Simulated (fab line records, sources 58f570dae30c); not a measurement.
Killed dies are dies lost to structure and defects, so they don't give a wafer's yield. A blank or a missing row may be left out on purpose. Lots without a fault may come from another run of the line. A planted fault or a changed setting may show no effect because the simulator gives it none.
Which tool did it? | flow berkeley_cmos170 | 15 lots, 45 wafers sampled, at 7 steps of a route of 331

WHAT THE GAUGES READ, wafer by wafer
UCB170_PSD_TW_MEAS_10.
lot  | measured     | on            | PSD_TW
L827 | day 6 12:20  | film_metro-03 | 2307 2299 2323
L826 | day 6 12:44  | film_metro-04 | 2330 2326 2327
L828 | day 6 17:16  | film_metro-01 | 2335 2325 2317
L829 | day 6 17:31  | film_metro-01 | 2315 2322 2320
L830 | day 7 04:33  | film_metro-04 | 2358 2359 2345
L832 | day 7 04:49  | film_metro-03 | 2311 2317 2298
L834 | day 7 18:22  | film_metro-03 | 2293 2289 2298
L833 | day 7 18:12  | film_metro-04 | 2340 2357 2338
L835 | day 8 02:08  | film_metro-03 | 2295 2296 2304
L840 | day 9 15:49  | film_metro-04 | 30 30 30
L842 | day 9 16:02  | film_metro-01 | 30 30 30
L841 | day 9 16:16  | film_metro-04 | 30 30 30
L847 | day 10 19:07 | film_metro-03 | 2306 2307 2305
L848 | day 10 19:14 | film_metro-03 | 2306 2303 2299
L849 | day 11 12:32 | film_metro-03 | 2293 2306 2301

UCB170_SDANNEAL_RS_MEAS_02: measures by four-point-probe.
lot  | measured     | on            | PSD_RS (ohm/sq)
L827 | day 6 17:40  | film_metro-01 | 75.2 75.5 75.0
L826 | day 6 18:02  | film_metro-04 | 75.9 75.7 75.6
L828 | day 6 20:13  | film_metro-01 | 75.4 75.3 75.3
L829 | day 6 20:58  | film_metro-04 | 76.3 76.1 76.2
L830 | day 7 07:57  | film_metro-01 | 75.2 74.9 75.1
L832 | day 7 08:09  | film_metro-04 | 75.7 75.5 75.2
L834 | day 7 21:02  | film_metro-04 | 75.8 75.6 75.5
L833 | day 7 20:55  | film_metro-01 | 75.1 75.4 75.4
L835 | day 8 05:22  | film_metro-03 | 75.3 75.5 75.3
L840 | day 9 18:54  | film_metro-03 | 133.1 132.9 132.6
L842 | day 9 19:20  | film_metro-04 | 132.5 132.7 132.9
L841 | day 9 19:58  | film_metro-04 | 133.0 132.6 132.6
L847 | day 10 22:43 | film_metro-03 | 75.5 75.3 75.8
L848 | day 10 23:10 | film_metro-01 | 74.9 74.8 74.8
L849 | day 11 15:32 | film_metro-04 | 75.7 75.4 75.5

UCB170_M3_RS_MEAS_02: measures by four-point-probe.
lot  | measured     | on            | M3_AL_RS (ohm/sq)
L827 | day 7 16:08  | film_metro-04 | 0.0321 0.0326 0.0318
L826 | day 7 17:04  | film_metro-03 | 0.0327 0.0326 0.0325
L828 | day 7 16:53  | film_metro-01 | 0.0319 0.0319 0.0320
L829 | day 7 17:20  | film_metro-04 | 0.0327 0.0320 0.0318
L830 | day 8 08:14  | film_metro-04 | 0.0320 0.0320 0.0322
L832 | day 8 07:07  | film_metro-03 | 0.0321 0.0324 0.0321
L834 | day 8 20:34  | film_metro-03 | 0.0323 0.0319 0.0321
L833 | day 8 17:31  | film_metro-01 | 0.0319 0.0318 0.0321
L835 | day 9 00:31  | film_metro-01 | 0.0321 0.0327 0.0325
L847 | day 12 04:46 | film_metro-03 | 0.0321 0.0321 0.0324
L848 | day 12 04:58 | film_metro-04 | 0.0324 0.0317 0.0324
L849 | day 12 15:24 | film_metro-03 | 0.0315 0.0315 0.0318

UCB170_M3_CD_MEAS_90: target cd 700 nm.
lot  | measured     | on        | cd_nm (nm)
L827 | day 7 18:45  | cd_sem-02 | 702 700 700
L826 | day 7 19:42  | cd_sem-02 | 700 696 698
L828 | day 7 19:07  | cd_sem-01 | 701 705 703
L829 | day 7 19:58  | cd_sem-01 | 697 700 702
L830 | day 8 10:33  | cd_sem-02 | 698 698 702
L832 | day 8 09:29  | cd_sem-01 | 704 704 704
L834 | day 8 22:59  | cd_sem-01 | 700 701 702
L833 | day 8 19:52  | cd_sem-02 | 700 702 702
L835 | day 9 02:52  | cd_sem-01 | 700 700 700
L847 | day 12 07:14 | cd_sem-01 | 695 696 699
L848 | day 12 07:37 | cd_sem-01 | 702 700 699
L849 | day 12 18:14 | cd_sem-01 | 705 706 697

WHICH TOOL RAN EACH LOT (tool, then ch and the chambers of the sampled wafers, then the start)
lot  | UCB170_NLDD_STRIP_10                 | UCB170_PSD_IMPLANT_08           | UCB170_PSD_STRIP_09
L827 | plasma_asher-01 ch 0,1, day 6 06:47  | implanter-02 ch 0, day 6 12:07  | plasma_asher-03 ch 0,1, day 6 12:14
L826 | plasma_asher-02 ch 0,1, day 6 06:55  | implanter-01 ch 0, day 6 12:20  | plasma_asher-01 ch 0,1, day 6 12:38
L828 | plasma_asher-04 ch 0,1, day 6 11:09  | implanter-04 ch 0, day 6 17:01  | plasma_asher-01 ch 0,1, day 6 17:10
L829 | plasma_asher-02 ch 1, day 6 11:10    | implanter-04 ch 0, day 6 17:16  | plasma_asher-01 ch 0,1, day 6 17:25
L830 | plasma_asher-01 ch 0,1, day 6 19:25  | implanter-02 ch 0, day 7 04:19  | plasma_asher-03 ch 0,1, day 7 04:26
L832 | plasma_asher-01 ch 0,1, day 6 20:03  | implanter-04 ch 0, day 7 04:34  | plasma_asher-02 ch 0,1, day 7 04:43
L834 | plasma_asher-01 ch 0,1, day 7 11:46  | implanter-01 ch 0, day 7 18:07  | plasma_asher-01 ch 0,1, day 7 18:16
L833 | plasma_asher-02 ch 0,1, day 7 12:44  | implanter-02 ch 0, day 7 17:57  | plasma_asher-03 ch 0,1, day 7 18:06
L835 | plasma_asher-04 ch 0,1, day 7 19:00  | implanter-04 ch 0, day 8 01:55  | plasma_asher-03 ch 0,1, day 8 02:02
L840 | plasma_asher-01 ch 0,1, day 9 09:35  | implanter-02, day 9 15:35       | plasma_asher-03 ch 0,1, day 9 15:43
L842 | plasma_asher-04 ch 0,1, day 9 10:03  | implanter-01, day 9 15:47       | plasma_asher-01 ch 0,1, day 9 15:55
L841 | plasma_asher-01 ch 0,1, day 9 10:20  | implanter-01, day 9 16:02       | plasma_asher-03 ch 0,1, day 9 16:09
L847 | plasma_asher-04 ch 0, day 10 13:49   | implanter-01 ch 0, day 10 18:52 | plasma_asher-02 ch 0,1, day 10 19:01
L848 | plasma_asher-02 ch 0,1, day 10 14:33 | implanter-04 ch 0, day 10 18:59 | plasma_asher-03 ch 0,1, day 10 19:08
L849 | plasma_asher-04 ch 0, day 11 05:14   | implanter-01 ch 0, day 11 12:17 | plasma_asher-02 ch 0,1, day 11 12:25
- UCB170_NLDD_STRIP_10: strips in O2.
- UCB170_PSD_IMPLANT_08
- UCB170_PSD_STRIP_09: strips in O2.

WHAT THE TOOLS THEMSELVES READ (means of the sampled wafers that have a number; where no wafer has one, the mark that the record gives instead)
UCB170_NLDD_STRIP_10.
lot  | tool            | chamber_pressure_mTorr (mTorr) | drypump_motor_current_A (A) | oes_product_au (a.u.) | strip_time_to_endpoint_s (s)
L827 | plasma_asher-01 | 3501                           | 5.6                         | 0.736                 | 21.60
L826 | plasma_asher-02 | 3502                           | 5.3                         | 0.731                 | 21.69
L828 | plasma_asher-04 | 3498                           | 5.9                         | 0.732                 | 21.81
L829 | plasma_asher-02 | 3499                           | 5.2                         | 0.732                 | 21.66
L830 | plasma_asher-01 | 3498                           | 5.6                         | 0.735                 | 21.62
L832 | plasma_asher-01 | 3499                           | 5.6                         | 0.732                 | 21.63
L834 | plasma_asher-01 | 3502                           | 5.6                         | 0.730                 | 21.69
L833 | plasma_asher-02 | 3500                           | 5.5                         | 0.736                 | 21.65
L835 | plasma_asher-04 | 3498                           | 5.9                         | 0.730                 | 21.72
L840 | plasma_asher-01 | 3497                           | 5.6                         | 0.731                 | 21.65
L842 | plasma_asher-04 | 3499                           | 5.6                         | 0.733                 | 21.74
L841 | plasma_asher-01 | 3501                           | 5.6                         | 0.737                 | 21.63
L847 | plasma_asher-04 | 3501                           | 5.3                         | 0.738                 | 21.68
L848 | plasma_asher-02 | 3500                           | 5.4                         | 0.733                 | 21.73
L849 | plasma_asher-04 | 3503                           | 5.3                         | 0.732                 | 21.79

UCB170_PSD_IMPLANT_08.
lot  | tool         | beam_energy_keV | beam_on_s (s)
L827 | implanter-02 | 19.997          | 10.08
L826 | implanter-01 | 20.004          | 9.95
L828 | implanter-04 | 19.999          | 10.04
L829 | implanter-04 | 20.007          | 10.06
L830 | implanter-02 | 19.996          | 10.35
L832 | implanter-04 | 20.001          | 10.00
L834 | implanter-01 | 20.005          | 10.04
L833 | implanter-02 | 19.995          | 10.08
L835 | implanter-04 | 19.998          | 9.93
L840 | implanter-02 | -               | -
L842 | implanter-01 | -               | -
L841 | implanter-01 | -               | -
L847 | implanter-01 | 19.998          | 10.07
L848 | implanter-04 | 20.004          | 10.00
L849 | implanter-01 | 20.004          | 9.85

UCB170_PSD_STRIP_09.
lot  | tool            | chamber_pressure_mTorr (mTorr) | drypump_motor_current_A (A) | oes_product_au (a.u.) | strip_time_to_endpoint_s (s)
L827 | plasma_asher-03 | 3501                           | 5.59                        | 0.597                 | 29.41
L826 | plasma_asher-01 | 3495                           | 5.61                        | 0.602                 | 29.44
L828 | plasma_asher-01 | 3499                           | 5.66                        | 0.600                 | 29.47
L829 | plasma_asher-01 | 3494                           | 5.64                        | 0.603                 | 29.42
L830 | plasma_asher-03 | 3498                           | 5.56                        | 0.602                 | 29.41
L832 | plasma_asher-02 | 3499                           | 5.36                        | 0.601                 | 29.56
L834 | plasma_asher-01 | 3499                           | 5.64                        | 0.600                 | 29.54
L833 | plasma_asher-03 | 3501                           | 5.57                        | 0.602                 | 29.44
L835 | plasma_asher-03 | 3500                           | 5.58                        | 0.604                 | 29.48
L840 | plasma_asher-03 | 3503                           | 5.57                        | 0.733                 | 21.61
L842 | plasma_asher-01 | 3499                           | 5.63                        | 0.730                 | 21.71
L841 | plasma_asher-03 | 3503                           | 5.58                        | 0.734                 | 21.61
L847 | plasma_asher-02 | 3500                           | 5.34                        | 0.598                 | 29.39
L848 | plasma_asher-03 | 3501                           | 5.57                        | 0.599                 | 29.54
L849 | plasma_asher-02 | 3497                           | 5.35                        | 0.603                 | 29.44

THE ANSWER, worked out from the rows above alone
Rule: what is usual is taken from the lots themselves. Put in order of their means at a reading, lots are off if they are a third of the lots or fewer, leave a main group of 4 or more, and stand apart from it by a gap of 3 or more times the standard deviation of the main group's means; of several such gaps the widest counts. A main group whose means are all the same, to the digits that the tables above print for the reading, isn't used. A lot without any number at a reading at which 4 lots or more have one is off too. The other lots that the step has rows for count as sound. The gauges are gone through in route order, then the tools' own readings, and for those a lot's mean is taken as printed above. The first step at which some lot is off is used, and at that step the reading that is off furthest; a lot without a number counts as furthest.
Off: L840, L842, L841, at UCB170_PSD_TW_MEAS_10 (PSD_TW). The main group: mean 2316, standard deviation 18.
A tool fits if, at a process step before that reading, it ran every lot that is off, and no sound lot after the first of them. The gauges at UCB170_PSD_TW_MEAS_10 aren't tried: what is off there is off at UCB170_PSD_IMPLANT_08 too, on other tools, and a gauge's error can't cause that. None of those tried fits.

WHAT THE SIMULATOR HAD PUT IN
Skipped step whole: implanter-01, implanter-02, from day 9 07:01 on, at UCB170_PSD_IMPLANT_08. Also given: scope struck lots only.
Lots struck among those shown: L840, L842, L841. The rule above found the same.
